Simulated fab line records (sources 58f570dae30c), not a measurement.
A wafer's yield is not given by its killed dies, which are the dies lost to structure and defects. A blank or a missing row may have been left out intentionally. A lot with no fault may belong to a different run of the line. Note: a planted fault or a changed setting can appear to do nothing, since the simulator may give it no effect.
Matching of chambers + flow berkeley cmos170 + cmp-01 running UCB170_V1_CMP_02: 4 sister chambers
The step polishes SiO2. 8 wafers are shown with their chamber, then 8 later ones without.

## EACH WAFER AND ITS CHAMBER
| wafer  | chamber | platen rpm (rpm) | motor current A (A) |
|--------|---------|------------------|---------------------|
| L334.1 | 3       | 60.01            | 15.6                |
| L336.1 | 2       | 60.01            | 16.6                |
| L336.2 | 0       | 60.04            | 15.6                |
| L336.3 | 3       | 60.12            | 15.8                |
| L337.1 | 0       | 59.96            | 15.6                |
| L337.2 | 2       | 60.09            | 17.1                |
| L337.4 | 1       | 59.96            | 17.1                |
| L338.1 | 1       | 59.99            | 16.2                |

## WAFERS MISSING THEIR CHAMBER
| wafer  | platen rpm (rpm) | motor current A (A) |
|--------|------------------|---------------------|
| L338.4 | 60.08            | 15.9                |
| L338.5 | 59.97            | 16.8                |
| L340.1 | 60.03            | 16.6                |
| L340.2 | 59.97            | 16.2                |
| L340.6 | 60.01            | 17.1                |
| L343.2 | 59.97            | 16.2                |
| L343.3 | 60.02            | 15.8                |
| L343.4 | 60.06            | 16.4                |

## WHICH CHAMBER EACH WENT THROUGH
| wafer  | from the rows above               | in truth |
|--------|-----------------------------------|----------|
| L338.4 | can't be placed: 3 or 0           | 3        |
| L338.5 | can't be placed: 1 or 2           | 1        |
| L340.1 | can't be placed: 2 or 1 or 3 or 0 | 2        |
| L340.2 | can't be placed: 1 or 0 or 3 or 2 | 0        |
| L340.6 | can't be placed: 2 or 1           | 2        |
| L343.2 | can't be placed: 1 or 0 or 3 or 2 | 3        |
| L343.3 | can't be placed: 0 or 3 or 1      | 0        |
| L343.4 | can't be placed: 2 or 1 or 3 or 0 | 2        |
Placed correctly: 0 of 8. From these rows, 8 cannot be placed; in 8 the true chamber is one of the candidates. Wrongly placed: 0.
How it was worked out, from the rows above alone: a wafer's distance from a chamber is the root of the sum, over the readings, of the square of ((its reading less the chamber's mean) divided by the reading's scatter). If the next closest chamber is less than 2 further off than the closest, the wafer can't be placed; otherwise it belongs to the closest. The mean given for a chamber averages the wafers shown for that chamber. The scatter is the square root of a quotient: the sum, over the shown wafers, of each reading's squared deviation from its chamber's mean, divided by wafers minus chambers.
